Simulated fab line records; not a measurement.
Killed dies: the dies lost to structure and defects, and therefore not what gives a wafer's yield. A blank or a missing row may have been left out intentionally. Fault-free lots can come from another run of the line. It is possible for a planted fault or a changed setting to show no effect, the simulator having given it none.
One fault seen from 2 desks || flow berkeley_cmos170 || what lay behind the numbers comes last; until then each desk has only its own

== FROM THE METROLOGY DESK ==
Means of the sampled wafers that have a number, per lot and without regard to the tool the lot ran on: this is what the gauges read. A lot is out of limits, marked OUT, if its mean lies more than 4 standard deviations from the usual mean; the brackets give that distance.
Columns: A = cd_nm at UCB170_V2_CD_MEAS_12, usual 700.5 nm
{"lot": "L731", "first seen here": "day 7 12:58", "A": 700.7}
{"lot": "L733", "first seen here": "day 7 23:43", "A": 700.8}
{"lot": "L732", "first seen here": "day 8 00:14", "A": 700.4}
{"lot": "L734", "first seen here": "day 8 08:47", "A": 702.0}
{"lot": "L736", "first seen here": "day 8 19:05", "A": 702.9}
{"lot": "L739", "first seen here": "day 9 08:33", "A": 702.5}
{"lot": "L738", "first seen here": "day 9 09:09", "A": 701.3}
{"lot": "L740", "first seen here": "day 9 09:25", "A": 699.3}
{"lot": "L743", "first seen here": "day 9 23:22", "A": 699.6}
{"lot": "L742", "first seen here": "day 10 00:23", "A": 699.4}
{"lot": "L741", "first seen here": "day 10 00:37", "A": 701.7}
{"lot": "L744", "first seen here": "day 10 01:36", "A": "710.2 (+7.4) OUT"}
{"lot": "L747", "first seen here": "day 11 00:51", "A": 700.7}
{"lot": "L748", "first seen here": "day 11 01:44", "A": "711.9 (+8.8) OUT"}
{"lot": "L750", "first seen here": "day 11 04:44", "A": "707.8 (+5.6) OUT"}
This desk's finding: out of limits on L744, L748, L750; first on L744, day 10 01:36 (cd_nm at UCB170_V2_CD_MEAS_12). L731, L733, L732, L734, L736, L739, L738, L740, L743, L742, L741, L747: within limits.

== FOR THE TOOL OWNER'S DESK: litho_track-03 ==
Per lot that ran on this tool, the mean of the sampled wafers carrying a number, from the tool's own readings at UCB170_V2_SOFTBAKE_08 (time 60 s). A lot is out of limits, marked OUT, if its mean lies more than 4 standard deviations from the usual mean; the brackets give that distance.
Columns: A = chill_plate_temp_C at UCB170_V2_SOFTBAKE_08, usual 22.99 C; B = heater_power_total_W at UCB170_V2_SOFTBAKE_08, usual 56.81 W; C = plate_temp_C at UCB170_V2_SOFTBAKE_08, usual 129.98 C
{"lot": "L733", "first seen here": "day 7 23:02", "A": 22.85, "B": 56.82, "C": 129.90}
{"lot": "L740", "first seen here": "day 9 08:44", "A": 22.97, "B": 56.83, "C": 129.90}
{"lot": "L743", "first seen here": "day 9 22:43", "A": 22.96, "B": 56.81, "C": 130.02}
{"lot": "L742", "first seen here": "day 9 23:52", "A": 23.05, "B": 56.75, "C": 130.10}
{"lot": "L744", "first seen here": "day 10 00:56", "A": 22.99, "B": "58.99 (+51) OUT", "C": "133.81 (+26) OUT"}
{"lot": "L748", "first seen here": "day 11 01:01", "A": 22.95, "B": "58.95 (+50) OUT", "C": "133.74 (+25) OUT"}
{"lot": "L750", "first seen here": "day 11 03:53", "A": 23.02, "B": "58.95 (+50) OUT", "C": "133.64 (+24) OUT"}
This desk's finding: out of limits on L744, L748, L750; first on L744, day 10 00:56 (heater_power_total_W at UCB170_V2_SOFTBAKE_08). L733, L740, L743, L742: within limits.

== BROUGHT TOGETHER ==
At day 10 00:56, on L744, L748, L750, the tool owner's desk was in a position to raise an alarm.
At day 10 01:36 the metrology desk could have sounded an alarm, on L744, L748, L750.
Every lot named ran UCB170_V2_SOFTBAKE_08 on litho_track-03.

== WHAT HAD BEEN PUT IN BY THE SIMULATOR ==
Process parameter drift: litho_track-03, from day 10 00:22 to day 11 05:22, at UCB170_V2_SOFTBAKE_08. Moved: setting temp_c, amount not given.
Lots struck among those shown: L744, L748, L750.
Time in hours from fault onset to the first out-of-limits reading at each desk: tool owner's desk 1, metrology desk 1.
